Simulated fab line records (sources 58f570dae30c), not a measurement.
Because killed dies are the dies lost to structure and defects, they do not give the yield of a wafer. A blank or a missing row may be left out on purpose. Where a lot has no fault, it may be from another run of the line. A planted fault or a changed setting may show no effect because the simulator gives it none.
8D (eight disciplines) problem report, filled in by code    flow berkeleyCmos170    the parts of the form that need people (team, actions taken, sign-off) are left out

== 1. THE PROBLEM ==
At UCB170_M1_METAL_ETCH_12, chamberPressureMTorr averages 18.005 mTorr over 6 wafers from 2 lots, while fault-free wafers read 11.999 mTorr, standard deviation 0.011. So: +99 or more standard deviations from the usual mean.
The step: etches Al in Cl2/BCl3, stops on PSG, target depth 780 nm, time 130 s.
First observed at day 10 04:43: wafer L296.3, on rieMetal-04. At this step, 18 wafers from 6 lots have a number in the record. Rule for "out" (also "out of limits"): further than 4 standard deviations from the usual mean. Any other wafer with a number is counted as sound.

== 2. WHAT THIS IS AND IS NOT ==
question                     is                      is not
which readings at this step  chamberPressureMTorr    drypumpMotorCurrentA, oesProductAu, throttleValvePct
which lots                   L296, L299              L288, L295, L306, L307
which wafers of those lots   all that have a number  -
read on which tools          rieMetal-04             rieMetal-01
when                         from day 10 04:43       up to then (6 sound wafers); but 6 sound wafers of L306, L307 came after

== 3. THE SUSPECTS, EACH WITH WHAT RULES IT OUT ==
Counting: a tool at a process step up to the reading stays a suspect if it ran every lot that is out and no sound lot after the first of them.
- rieDiel-02 at UCB170_M1_ETCH_11 (etches BARC in N2/H2): ruled out as a lasting fault. Following L296 (day 10 04:38), the first lot on it that is out, the sound lots L307 were run on it.
- rieMetal-04 at UCB170_M1_METAL_ETCH_12 (etches Al in Cl2/BCl3, stops on PSG, target depth 780 nm, time 130 s): kept. All lots that are out passed through it, beginning with L296 at day 10 04:43, and no sound lot followed; its final sound lot before that point was L295 at day 9 17:12. Its own chamberPressureMTorr readings are out on those wafers.
Remaining after the count: rieMetal-04 at UCB170_M1_METAL_ETCH_12.

== 4. THE CAUSE (what the simulator had put in) ==
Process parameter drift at UCB170_M1_METAL_ETCH_12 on rieMetal-04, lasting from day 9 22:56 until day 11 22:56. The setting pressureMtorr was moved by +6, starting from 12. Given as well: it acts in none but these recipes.
Only this tool survived the counting.

== 5. THE EFFECT CHAIN, in route order ==
One row per reading whose mean, taken over the struck wafers that have a number, lies over 3 standard deviations from the usual. Readings are gone through only where the record gives a usual standard deviation; hours: the median, over the lots, of the time from a lot's start at the first step in this table giving one to that lot's start at this step; sigmas: the change measured in usual standard deviations.
hours  step                     reading               usual         on struck wafers  change  sigmas
0      UCB170_M1_METAL_ETCH_12  chamberPressureMTorr  11.999 mTorr  18.005            +6.006  +99 or more
Its process steps:
- UCB170_M1_METAL_ETCH_12: etches Al in Cl2/BCl3, stops on PSG, target depth 780 nm, time 130 s.

== 6. HOW IT WOULD HAVE BEEN CAUGHT EARLIER ==
The fault began at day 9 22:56; the first out-of-limits reading in this record came at day 10 04:43, 6 hours later.
